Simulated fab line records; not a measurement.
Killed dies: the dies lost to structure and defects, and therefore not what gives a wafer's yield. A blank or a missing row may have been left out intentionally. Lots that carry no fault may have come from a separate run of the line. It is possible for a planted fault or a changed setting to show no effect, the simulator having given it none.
Which tool was responsible? | flow rit_cmos | 21 wafers from 7 lots sampled at 3 of the route's 202 steps

WHAT THE GAUGES SHOWED, per wafer
RIT_REOX_THK_MEAS_04.
lot  | measured    | on            | REOX_OXIDE_THK (nm)
L532 | day 2 22:52 | film_metro-04 | 25.3 25.2 25.5
L534 | day 3 07:55 | film_metro-01 | 24.3 24.6 24.4
L536 | day 3 17:56 | film_metro-01 | 25.9 25.4 26.0
L538 | day 4 04:44 | film_metro-03 | 25.2 25.3 25.3
L540 | day 4 14:35 | film_metro-03 | 24.0 24.5 24.3
L547 | day 6 00:10 | film_metro-03 | 24.8 24.8 24.6
L553 | day 7 06:11 | film_metro-01 | 16.2 16.5 16.5

EACH LOT AND THE TOOL THAT RAN IT (in order: tool; ch and the chambers of the sampled wafers; start)
lot  | RIT_NWELL_STRIP_09                  | RIT_REOX_OXIDATION_03
L532 | plasma_asher-04 ch 0,1, day 2 02:03 | furnace-01 ch 0, day 2 20:17
L534 | plasma_asher-02 ch 0,1, day 2 13:10 | furnace-03 ch 0, day 3 05:21
L536 | plasma_asher-02 ch 0,1, day 2 22:34 | furnace-02 ch 0, day 3 15:23
L538 | plasma_asher-02 ch 0,1, day 3 08:31 | furnace-01 ch 0, day 4 02:09
L540 | plasma_asher-01 ch 0,1, day 3 18:50 | furnace-03 ch 0, day 4 12:02
L547 | plasma_asher-04 ch 0,1, day 5 04:45 | furnace-01 ch 0, day 5 21:35
L553 | plasma_asher-04 ch 0,1, day 6 11:20 | furnace-03 ch 0, day 7 03:38
- RIT_NWELL_STRIP_09: strips in O2, time 180 s.
- RIT_REOX_OXIDATION_03: target thk 25.2 nm, ox time 5580 s.

THE ANSWER, worked out from the rows above alone
Rule: the lots themselves supply what counts as usual. The widest of any qualifying gaps counts: lots, ordered by their means at a reading, are off when they make up no more than a third of the lots, leave a main group of 4 or more, and stand apart from it by 3 or more times the standard deviation of that group's means. A main group is skipped when, at the precision printed for the reading in the tables above, its means are all equal. Also off: a lot with no number at a reading for which 4 or more lots have one. The other lots that the step has rows for count as sound.
Off: L553, at RIT_REOX_THK_MEAS_04 (REOX_OXIDE_THK). The main group has a mean of 25.0 nm with a standard deviation of 0.53.
If a tool, at a process step before that reading, ran all the lots that are off and no sound lot after the first of them, it fits. Gauges at RIT_REOX_THK_MEAS_04: tried the same way as those tools. Can't be told from this: 3 tools fit, plasma_asher-04 at RIT_NWELL_STRIP_09, furnace-03 at RIT_REOX_OXIDATION_03, film_metro-01 at RIT_REOX_THK_MEAS_04.

WHAT HAD BEEN PUT IN BY THE SIMULATOR
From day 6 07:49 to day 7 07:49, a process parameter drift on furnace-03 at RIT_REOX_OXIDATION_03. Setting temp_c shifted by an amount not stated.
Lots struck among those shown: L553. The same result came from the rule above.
